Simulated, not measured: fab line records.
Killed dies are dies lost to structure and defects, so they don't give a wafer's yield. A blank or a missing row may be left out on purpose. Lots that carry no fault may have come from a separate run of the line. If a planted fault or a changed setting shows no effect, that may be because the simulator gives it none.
Which tool is to blame?	flow berkeley_cmos170	21 wafers from 7 lots sampled at 3 of the route's 331 steps

WHAT EACH GAUGE READ, for each wafer
UCB170_PFIELD_TW_MEAS_09.
lot	measured	on	PFIELD_TW
L904	day 5 04:30	film_metro-01	607 604 608
L905	day 5 17:20	film_metro-02	597 600 599
L907	day 6 05:11	film_metro-03	598 595 599
L912	day 6 16:31	film_metro-03	596 600 597
L913	day 7 08:22	film_metro-03	595 591 591
L919	day 7 21:43	film_metro-03	560 560 560
L921	day 8 12:23	film_metro-01	577 577 574

WHAT TOOL EACH LOT RAN ON (gives the tool, then ch and the chambers of the sampled wafers, and finally the start)
lot	UCB170_PFIELD_IMPLANT_07	UCB170_PFIELD_STRIP_08
L904	implanter-04 ch 0, day 5 04:16	plasma_asher-02 ch 0,1, day 5 04:23
L905	implanter-02 ch 0, day 5 17:05	plasma_asher-02 ch 0, day 5 17:13
L907	implanter-02 ch 0, day 6 04:56	plasma_asher-01 ch 0,1, day 6 05:05
L912	implanter-03 ch 0, day 6 16:17	plasma_asher-04 ch 0,1, day 6 16:25
L913	implanter-03 ch 0, day 7 08:08	plasma_asher-04 ch 0,1, day 7 08:16
L919	implanter-04 ch 0, day 7 21:30	plasma_asher-04 ch 0,1, day 7 21:38
L921	implanter-04 ch 0, day 8 12:08	plasma_asher-01 ch 0,1, day 8 12:17
- UCB170_PFIELD_IMPLANT_07
- UCB170_PFIELD_STRIP_08: strips in O2.

THE ANSWER, worked out from the rows above alone
Rule: the lots themselves supply what counts as usual. The widest of any qualifying gaps counts: lots, ordered by their means at a reading, are off when they make up no more than a third of the lots, leave a main group of 4 or more, and stand apart from it by 3 or more times the standard deviation of that group's means. Not used: any main group whose means are identical at the precision the tables above print for the reading. Also off: a lot with no number at a reading for which 4 or more lots have one. The other lots that the step has rows for count as sound.
Off: at UCB170_PFIELD_TW_MEAS_09 (PFIELD_TW), L919, L921. The main group: mean 598, standard deviation 4.5.
If a tool, at a process step before that reading, ran all the lots that are off and no sound lot after the first of them, it fits. Gauges at UCB170_PFIELD_TW_MEAS_09: tried the same way as those tools. One candidate fits, namely implanter-04 at UCB170_PFIELD_IMPLANT_07. A fault onset in the window from L904 (day 5 04:16, its last sound lot) to L919 (day 7 21:30, its first lot off) fits.

WHAT THE SIMULATOR PUT IN
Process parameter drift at UCB170_PFIELD_IMPLANT_07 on implanter-04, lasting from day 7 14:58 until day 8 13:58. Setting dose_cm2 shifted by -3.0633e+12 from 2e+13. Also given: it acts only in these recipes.
Shown lots that were struck: L919, L921. The same result came from the rule above.
